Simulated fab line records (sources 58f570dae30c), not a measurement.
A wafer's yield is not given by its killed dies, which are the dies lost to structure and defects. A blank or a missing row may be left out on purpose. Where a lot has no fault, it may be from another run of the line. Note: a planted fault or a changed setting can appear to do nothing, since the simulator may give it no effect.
Matching of chambers	flow berkeleyCmos170	UCB170_V1_CVD_00 on pecvd-04 has 3 sister chambers
The step deposits SiO2 from TEOS/O2, target thk 2000 nm, time 250 s. 6 wafers are shown with their chamber, then 7 later ones without.

## EACH WAFER AND ITS CHAMBER
wafer	chamber	heaterPowerW (W)
L157.4	1	244
L159.3	1	239
L159.4	2	290
L159.6	0	261
L160.2	2	274
L160.3	0	266

## WAFERS MISSING THEIR CHAMBER
wafer	heaterPowerW (W)
L160.4	163
L163.3	262
L163.4	181
L163.6	204
L166.3	246
L166.4	180
L166.5	295

## EACH ONE'S CHAMBER
wafer	from the rows above	in truth
L160.4	1	1
L163.3	0	0
L163.4	1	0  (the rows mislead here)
L163.6	1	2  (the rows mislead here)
L166.3	can't be placed: 1 or 0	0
L166.4	1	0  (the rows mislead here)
L166.5	2	2
Placed correctly: 3 of 7. Unplaceable from these rows: 1, with the true chamber sitting among the candidates in 1. 3 placed wrongly.
How it was worked out, from the rows above alone: a wafer's distance from a chamber is the root of the sum, over the readings, of the square of ((its reading less the chamber's mean) divided by the reading's scatter). If the next closest chamber is less than 2 further off than the closest, the wafer can't be placed; otherwise it belongs to the closest. The mean given for a chamber averages the wafers shown for that chamber. How the scatter is found: for the shown wafers, subtract from each reading the mean of its chamber, square and add these, divide the total by (wafers less chambers), then take the root.
